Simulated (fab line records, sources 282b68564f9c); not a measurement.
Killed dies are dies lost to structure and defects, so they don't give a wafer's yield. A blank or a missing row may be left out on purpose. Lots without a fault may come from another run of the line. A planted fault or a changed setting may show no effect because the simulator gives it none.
A struck lot beside a sound one | flow rit_cmos | 18 steps out of a route of 202
Sound: wafers L472.1, L472.3, L472.5. Struck: wafers L479.4, L479.5, L479.6. The cause comes at the end.
At each step with rows: each side's tool, then ch and its chambers, then its first start. Under that, the readings that differ: sound wafers | struck wafers | difference of the means | sigmas: that difference in standard deviations of wafers without a fault.
alike: readings whose means differ by less than 2 such deviations, and words and numbers that are the same on both sides. not compared: withheld readings, readings that some wafer has no value for, bounds like >300 that may hide the same value, and numbers for which the record gives no deviation and whose values overlap.
The two part at a step that has a row with sigmas, a row that says differs or no value, or rows on one side only. Numbers that don't overlap but have no deviation are shown without sigmas and don't part them. A reading that every wafer of one side lacks parts them only if that side has two wafers or more.

first, 4 steps without rows for these wafers: RIT_PSD_SOFTBAKE_02 (time 60 s); RIT_PSD_EXPOSE_03 (exposes mask M10, target cd 40900 nm); RIT_PSD_PEB_04; RIT_PSD_DEVELOP_05 (develop time 50 s).
RIT_PSD_OVL_MEAS_06:
  sound on overlay-01, day 4 19:24; struck on overlay-02, day 6 16:46
  reading      | sound          | struck      | difference | sigmas
  PSD_OVL (nm) | -2.3 -0.8 -1.2 | 2.5 2.9 1.6 | +3.8       | +2
then, 2 steps without rows for these wafers: RIT_PSD_HARDBAKE_07 (time 60 s); RIT_PSD_IMPLANT_08.
RIT_PSD_STRIP_09: strips in O2, time 180 s.
  sound on plasma_asher-04 ch 0,1, day 4 19:44; struck on plasma_asher-04 ch 0,1, day 6 17:09
  alike: drypump_motor_current_A
  not compared: rf_hours_counter_h
RIT_PSD_TW_MEAS_10:
  sound on film_metro-02, day 4 19:55; struck on film_metro-03, day 6 17:18
  alike: PSD_TW
then, 3 steps without rows for these wafers: RIT_SDANNEAL_CLEAN_00 (cleans in SC1, time 600 s); RIT_SDANNEAL_CLEAN_01 (cleans in dHF, time 30 s); RIT_SDANNEAL_CLEAN_02 (cleans in SC2, time 600 s).
RIT_SDANNEAL_RTA_03: time 5 s.
  sound on rtp_anneal-01 ch 0, day 4 20:20; struck on rtp_anneal-02 ch 0, day 6 17:46
  reading          | sound                | struck               | difference | sigmas
  wafer_temp_C_max | 1055.4 1053.4 1053.2 | 1084.5 1086.6 1085.1 | +31.4      | +29
  alike: ramp_down_c_per_s
RIT_SDANNEAL_RS_MEAS_04: measures by four-point-probe.
  sound on film_metro-04, day 4 20:24; struck on film_metro-02, day 6 17:51
  reading         | sound                | struck            | difference | sigmas
  PSD_RS (ohm/sq) | 115.75 115.90 115.78 | 94.09 94.10 94.24 | -21.67     | -75
RIT_SDANNEAL_RS_MEAS_05: measures by four-point-probe.
  sound on film_metro-04, day 4 20:31; struck on film_metro-02, day 6 17:58
  reading         | sound             | struck            | difference | sigmas
  NSD_RS (ohm/sq) | 84.29 84.31 84.38 | 83.50 83.42 83.48 | -0.86      | -3
RIT_SDANNEAL_RS_MEAS_06: measures by four-point-probe.
  sound on film_metro-04, day 4 20:38; struck on film_metro-02, day 6 18:05
  reading          | sound             | struck            | difference | sigmas
  PLDD_RS (ohm/sq) | 178.4 178.5 178.5 | 159.9 159.8 159.9 | -18.6      | -39
RIT_SDANNEAL_RS_MEAS_07: measures by four-point-probe.
  sound on film_metro-04, day 4 20:46; struck on film_metro-02, day 6 18:13
  reading          | sound             | struck            | difference | sigmas
  NLDD_RS (ohm/sq) | 152.2 151.8 151.6 | 150.5 150.6 150.2 | -1.4       | -3
RIT_M1_PROBE_99:
  sound on prober-02, day 5 03:40; struck on prober-01, day 7 01:19
  alike: killed_at_M0_to_M3, killed_at_front_end, killed_dies, killed_open, killed_short

WHERE THEY PART
First at RIT_PSD_OVL_MEAS_06; last, within this record, at RIT_SDANNEAL_RS_MEAS_07. Later steps at which nothing parts them and some readings are alike: RIT_M1_PROBE_99.

WHY: what the simulator had put in
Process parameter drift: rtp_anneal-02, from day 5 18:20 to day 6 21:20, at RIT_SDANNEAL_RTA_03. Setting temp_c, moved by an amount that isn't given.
